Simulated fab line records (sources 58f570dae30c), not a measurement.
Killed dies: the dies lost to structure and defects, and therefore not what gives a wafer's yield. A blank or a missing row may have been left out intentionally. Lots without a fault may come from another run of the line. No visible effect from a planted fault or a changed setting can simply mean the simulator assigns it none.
The tool behind it: which one? / flow berkeleyCmos170 / Sampling: 13 lots, 39 wafers, 4 of 331 route steps

WHAT THE GAUGES READ, wafer by wafer
UCB170_NWELL_TW_MEAS_16.
lot=L264; measured=day 2 11:44; on=filmMetro-03; NWELL_TW=1242 1239 1237
lot=L265; measured=day 2 12:00; on=filmMetro-02; NWELL_TW=1227 1222 1217
lot=L266; measured=day 2 20:26; on=filmMetro-02; NWELL_TW=1225 1222 1227
lot=L267; measured=day 3 07:44; on=filmMetro-01; NWELL_TW=1252 1250 1248
lot=L269; measured=day 3 15:46; on=filmMetro-01; NWELL_TW=1255 1247 1251
lot=L270; measured=day 3 20:09; on=filmMetro-02; NWELL_TW=1234 1233 1243
lot=L272; measured=day 4 02:41; on=filmMetro-02; NWELL_TW=1225 1231 1225
lot=L275; measured=day 4 16:14; on=filmMetro-01; NWELL_TW=1246 1236 1249
lot=L283; measured=day 6 11:53; on=filmMetro-03; NWELL_TW=1237 1243 1242
lot=L284; measured=day 6 19:41; on=filmMetro-02; NWELL_TW=1232 1243 1234
lot=L285; measured=day 6 19:58; on=filmMetro-02; NWELL_TW=1227 1232 1230
lot=L286; measured=day 7 02:04; on=filmMetro-01; NWELL_TW=1246 1252 1242
lot=L287; measured=day 7 11:14; on=filmMetro-01; NWELL_TW=1242 1242 1251

UCB170_ACTIVE_THK_MEAS_06.
lot=L264; measured=day 4 11:32; on=filmMetro-04; ACTIVE_NITRIDE_THK (nm)=217.9 219.4 219.0
lot=L265; measured=day 4 11:35; on=filmMetro-02; ACTIVE_NITRIDE_THK (nm)=221.9 222.2 223.0
lot=L266; measured=day 5 00:20; on=filmMetro-04; ACTIVE_NITRIDE_THK (nm)=217.5 219.4 217.2
lot=L267; measured=day 5 09:46; on=filmMetro-02; ACTIVE_NITRIDE_THK (nm)=223.5 224.9 226.3
lot=L269; measured=day 5 18:12; on=filmMetro-04; ACTIVE_NITRIDE_THK (nm)=216.3 215.2 217.3
lot=L270; measured=day 5 23:59; on=filmMetro-01; ACTIVE_NITRIDE_THK (nm)=218.5 217.0 218.1
lot=L272; measured=day 6 05:18; on=filmMetro-04; ACTIVE_NITRIDE_THK (nm)=220.5 221.6 219.4
lot=L275; measured=day 6 14:32; on=filmMetro-01; ACTIVE_NITRIDE_THK (nm)=220.6 221.0 220.6
lot=L283; measured=day 9 04:49; on=filmMetro-01; ACTIVE_NITRIDE_THK (nm)=219.6 222.8 222.5
lot=L284; measured=day 9 13:09; on=filmMetro-04; ACTIVE_NITRIDE_THK (nm)=219.3 217.0 218.5
lot=L285; measured=day 9 20:00; on=filmMetro-02; ACTIVE_NITRIDE_THK (nm)=219.9 220.7 220.2
lot=L286; measured=day 9 19:56; on=filmMetro-02; ACTIVE_NITRIDE_THK (nm)=222.1 219.9 222.3
lot=L287; measured=day 9 20:03; on=filmMetro-02; ACTIVE_NITRIDE_THK (nm)=217.7 218.0 217.7

UCB170_SACOX_THK_MEAS_02.
lot=L264; measured=day 5 09:58; on=filmMetro-03; SACOX_OXIDE_THK (nm)=14.44 14.43 14.52
lot=L265; measured=day 5 09:56; on=filmMetro-02; SACOX_OXIDE_THK (nm)=14.42 14.61 14.75
lot=L266; measured=day 6 01:22; on=filmMetro-03; SACOX_OXIDE_THK (nm)=14.29 14.45 14.14
lot=L267; measured=day 6 13:02; on=filmMetro-02; SACOX_OXIDE_THK (nm)=13.98 13.91 13.70
lot=L269; measured=day 6 19:21; on=filmMetro-04; SACOX_OXIDE_THK (nm)=14.63 14.64 14.50
lot=L270; measured=day 7 04:59; on=filmMetro-04; SACOX_OXIDE_THK (nm)=14.46 14.22 14.22
lot=L272; measured=day 7 04:55; on=filmMetro-02; SACOX_OXIDE_THK (nm)=14.48 14.44 14.47
lot=L275; measured=day 7 20:08; on=filmMetro-04; SACOX_OXIDE_THK (nm)=14.08 14.43 14.45
lot=L283; measured=day 10 11:22; on=filmMetro-03; SACOX_OXIDE_THK (nm)=14.07 14.35 14.38
lot=L284; measured=day 10 16:49; on=filmMetro-03; SACOX_OXIDE_THK (nm)=14.24 14.24 14.27
lot=L285; measured=day 11 01:41; on=filmMetro-03; SACOX_OXIDE_THK (nm)=14.22 14.32 14.28
lot=L286; measured=day 11 01:45; on=filmMetro-04; SACOX_OXIDE_THK (nm)=14.05 14.33 14.29
lot=L287; measured=day 11 01:44; on=filmMetro-03; SACOX_OXIDE_THK (nm)=14.38 14.24 14.17

WHAT TOOL EACH LOT RAN ON (gives the tool, then ch and the chambers of the sampled wafers, and finally the start)
lot=L264; UCB170_PFIELD_EXPOSE_03=krfScanner-01 ch 0, day 4 15:16
lot=L265; UCB170_PFIELD_EXPOSE_03=krfScanner-01 ch 0, day 4 15:36
lot=L266; UCB170_PFIELD_EXPOSE_03=krfScanner-02 ch 0, day 5 03:31
lot=L267; UCB170_PFIELD_EXPOSE_03=krfScanner-01 ch 0, day 5 13:56
lot=L269; UCB170_PFIELD_EXPOSE_03=krfScanner-01 ch 0, day 5 20:33
lot=L270; UCB170_PFIELD_EXPOSE_03=krfScanner-01 ch 0, day 6 03:38
lot=L272; UCB170_PFIELD_EXPOSE_03=krfScanner-02 ch 0, day 6 07:56
lot=L275; UCB170_PFIELD_EXPOSE_03=krfScanner-01 ch 0, day 6 17:41
lot=L283; UCB170_PFIELD_EXPOSE_03=krfScanner-01 ch 0, day 9 06:58
lot=L284; UCB170_PFIELD_EXPOSE_03=krfScanner-01 ch 0, day 9 15:20
lot=L285; UCB170_PFIELD_EXPOSE_03=krfScanner-02 ch 0, day 10 00:23
lot=L286; UCB170_PFIELD_EXPOSE_03=krfScanner-02 ch 0, day 10 00:09
lot=L287; UCB170_PFIELD_EXPOSE_03=krfScanner-02 ch 0, day 10 00:15
- UCB170_PFIELD_EXPOSE_03: exposes mask PFIELD, target cd 1500 nm.

AS READ BY THE TOOLS THEMSELVES (means over the sampled wafers that have a number; for cases with no such wafer, the mark the record gives instead)
The record holds no such reading with a usual standard deviation.

THE ANSWER, worked out from the rows above alone
Rule: what is usual is taken from the lots themselves. The widest of any qualifying gaps counts: lots, ordered by their means at a reading, are off when they make up no more than a third of the lots, leave a main group of 4 or more, and stand apart from it by 3 or more times the standard deviation of that group's means. A main group is skipped when, at the precision printed for the reading in the tables above, its means are all equal. A lot without any number at a reading at which 4 lots or more have one is off too. All remaining lots with rows at the step are treated as sound. Order of review: gauges by route order, followed by the tools' own readings, for which a lot's mean as printed above is used. At the first step where some lot is off, the reading lying furthest off is the one used; lots without a number count as furthest.
Across all readings shown, no lot is off: no conclusion can be drawn from this.

WHAT THE SIMULATOR PUT IN
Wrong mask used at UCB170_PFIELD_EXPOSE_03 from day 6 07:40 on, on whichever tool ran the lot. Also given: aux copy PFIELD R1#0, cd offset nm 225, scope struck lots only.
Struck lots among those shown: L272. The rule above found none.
